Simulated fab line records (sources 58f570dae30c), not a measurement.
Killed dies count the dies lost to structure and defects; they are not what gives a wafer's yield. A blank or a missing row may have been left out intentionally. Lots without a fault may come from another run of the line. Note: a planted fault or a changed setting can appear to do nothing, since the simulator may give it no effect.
Matching of chambers -- flow berkeley cmos170 -- UCB170_V2_CMP_02 on cmp-01 has 4 sister chambers
The step polishes SiO2. 8 wafers are shown with their chamber, then 7 later ones without.

WAFERS, EACH WITH ITS CHAMBER
wafer,chamber,motor current A (A),platen rpm (rpm)
L581.6,3,18.5,59.97
L582.6,0,15.6,60.01
L585.6,2,16.4,59.97
L588.1,2,16.5,60.00
L588.3,1,15.9,60.05
L588.4,0,16.5,60.02
L587.3,1,15.2,59.98
L587.5,3,19.0,60.02

WAFERS WITH NO CHAMBER GIVEN
wafer,motor current A (A),platen rpm (rpm)
L587.6,16.2,60.04
L599.1,15.9,60.02
L599.2,17.2,59.96
L599.6,18.4,60.08
L603.3,18.4,59.98
L603.5,19.0,59.95
L603.6,16.9,60.03

WHICH CHAMBER EACH ONE RAN IN
wafer,from the rows above,in truth
L587.6,can't be placed: 0 or 1 or 2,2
L599.1,can't be placed: 0 or 1 or 2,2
L599.2,can't be placed: 2 or 0 or 3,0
L599.6,3,3
L603.3,3,3
L603.5,3,3
L603.6,can't be placed: 2 or 0 or 1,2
Correct placement for 3 of the 7. Can't be placed from these rows: 4 (the true chamber is among the candidates in 4). Number placed wrongly: 0.
How it was worked out, from the rows above alone: a wafer's distance from a chamber is the root of the sum, over the readings, of the square of ((its reading less the chamber's mean) divided by the reading's scatter). If the next closest chamber is less than 2 further off than the closest, the wafer can't be placed; otherwise it belongs to the closest. The mean given for a chamber averages the wafers shown for that chamber. How the scatter is found: for the shown wafers, subtract from each reading the mean of its chamber, square and add these, divide the total by (wafers less chambers), then take the root.
